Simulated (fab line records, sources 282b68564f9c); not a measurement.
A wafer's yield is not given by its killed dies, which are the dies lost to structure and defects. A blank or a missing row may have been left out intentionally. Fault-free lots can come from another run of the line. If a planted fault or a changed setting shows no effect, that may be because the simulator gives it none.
Comparing a struck lot with a sound one + flow rit_cmos + 22 steps out of a route of 202
Sound: the wafers L322.1, L322.2, L322.5. Wafers struck: L329.1, L329.5, L329.6. Last of all comes the cause.
For every step that has rows: the tool of each side, followed by ch and its chambers, followed by its first start. Under that, the readings that differ: sound wafers + struck wafers + difference of the means + sigmas: that difference in standard deviations of wafers without a fault.
alike: same words and numbers on both sides, and readings whose means sit less than 2 such deviations apart. not compared: any withheld reading, any reading some wafer has no value for, any bound like >300 that may hide the same value, and any number with overlapping values for which the record gives no deviation.
A row with sigmas, a row that says differs or no value, or rows on one side alone: a step with any of these is where the two part. When numbers do not overlap yet have no deviation, they are printed without sigmas and do not part them. A reading that every wafer of one side lacks parts them only if that side has two wafers or more.

first, 2 steps without rows for these wafers: RIT_NSD_HARDBAKE_07 (time 60 s); RIT_NSD_IMPLANT_08.
RIT_NSD_STRIP_09: strips in O2, time 180 s.
  sound on plasma_asher-04 ch 0,1, day 3 04:02; struck on plasma_asher-04 ch 0,1, day 4 16:32
  alike: drypump_motor_current_A
  not compared: rf_hours_counter_h
RIT_NSD_TW_MEAS_10:
  sound: film_metro-02 at day 3 04:13; struck: film_metro-02 at day 4 16:43
  alike: NSD_TW
then, 6 steps without rows for these wafers: RIT_PSD_HMDS_00 (prime time 60 s); RIT_PSD_COAT_01 (resist thk 1000 nm); RIT_PSD_SOFTBAKE_02 (time 60 s); RIT_PSD_EXPOSE_03 (exposes mask M10, target cd 40900 nm); RIT_PSD_PEB_04; RIT_PSD_DEVELOP_05 (develop time 50 s).
RIT_PSD_OVL_MEAS_06:
  sound: overlay-01 at day 3 05:22; struck: overlay-01 at day 4 17:41
  alike: PSD_OVL
then, 1 step without rows for these wafers: RIT_PSD_HARDBAKE_07 (time 60 s).
RIT_PSD_IMPLANT_08:
  sound on implanter-04 ch 0, day 3 05:32; struck on implanter-02 ch 0, day 4 17:52
| reading                   | sound                | struck               | difference | sigmas      |
|---------------------------|----------------------|----------------------|------------|-------------|
| beam_energy_keV           | 27.004 27.001 27.009 | 30.507 30.512 30.502 | +3.502     | +99 or more |
| model.implant.rp_nm (nm)  | 21.98 21.98 21.98    | 24.7 24.7 24.7       | +2.7       |             |
| model.implant.drp_nm (nm) | 12.05 12.05 12.05    | 13.13 13.13 13.13    | +1.08      |             |
RIT_PSD_STRIP_09: strips in O2, time 180 s.
  sound on plasma_asher-02 ch 0,1, day 3 05:41; struck on plasma_asher-02 ch 0,1, day 4 18:01
  alike: drypump_motor_current_A
  not compared: rf_hours_counter_h
RIT_PSD_TW_MEAS_10:
  sound: film_metro-02 at day 3 05:52; struck: film_metro-03 at day 4 18:12
| reading | sound          | struck         | difference | sigmas |
|---------|----------------|----------------|------------|--------|
| PSD_TW  | 3403 3402 3403 | 3494 3481 3473 | +80        | +2     |
then, 3 steps without rows for these wafers: RIT_SDANNEAL_CLEAN_00 (cleans in SC1, time 600 s); RIT_SDANNEAL_CLEAN_01 (cleans in dHF, time 30 s); RIT_SDANNEAL_CLEAN_02 (cleans in SC2, time 600 s).
RIT_SDANNEAL_RTA_03: time 5 s.
  sound on rtp_anneal-02 ch 0, day 3 06:17; struck on rtp_anneal-01 ch 0, day 4 18:37
  alike: wafer_temp_C_max
RIT_SDANNEAL_RS_MEAS_04: uses a four-point probe to measure.
  sound: film_metro-01 at day 3 06:21; struck: film_metro-03 at day 4 18:41
| reading         | sound                | struck               | difference | sigmas |
|-----------------|----------------------|----------------------|------------|--------|
| PSD_RS (ohm/sq) | 116.15 115.70 115.78 | 108.60 108.56 108.34 | -7.38      | -26    |
RIT_SDANNEAL_RS_MEAS_05: uses a four-point probe to measure.
  sound: film_metro-01 at day 3 06:28; struck: film_metro-03 at day 4 18:48
| reading         | sound          | struck         | difference | sigmas |
|-----------------|----------------|----------------|------------|--------|
| NSD_RS (ohm/sq) | 84.2 84.2 83.9 | 84.9 84.9 84.9 | +0.8       | +2     |
RIT_M1_PROBE_99:
  sound: prober-01 at day 3 13:37; struck: prober-01 at day 5 02:12
| reading                                 | sound             | struck            | difference | sigmas |
|-----------------------------------------|-------------------|-------------------|------------|--------|
| model.etest.contact_pplus.end_ohm_um    | 43.79 44.1 43.84  | 41.12 40.71 41.35 | -2.85      |        |
| model.etest.diode_pplus_nwell.bv_v (V)  | 6.528 6.547 6.465 | 6.863 6.793 6.821 | +0.312     |        |
| model.etest.vpnp.gain                   | 1.023 1.042 1.03  | 1.162 1.167 1.19  | +0.141     |        |
| model.etest.diode_pplus_nwell.cj_ff_um2 | 1.746 1.731 1.725 | 1.622 1.631 1.634 | -0.105     |        |
| model.etest.diode_pplus_comb.cj_ff_um2  | 2.021 2.032 2.027 | 1.938 1.946 1.942 | -0.085     |        |
  alike: killed_at_contacts, killed_at_front_end, killed_dies, killed_open, killed_short

== WHERE THEY PART ==
First at RIT_PSD_IMPLANT_08; last, within this record, at RIT_SDANNEAL_RS_MEAS_05. Later steps at which nothing parts them and some readings are alike: RIT_M1_PROBE_99.

WHY: whatever the simulator had introduced
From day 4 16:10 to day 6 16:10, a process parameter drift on implanter-02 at RIT_PSD_IMPLANT_08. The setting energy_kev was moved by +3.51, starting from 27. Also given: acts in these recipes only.
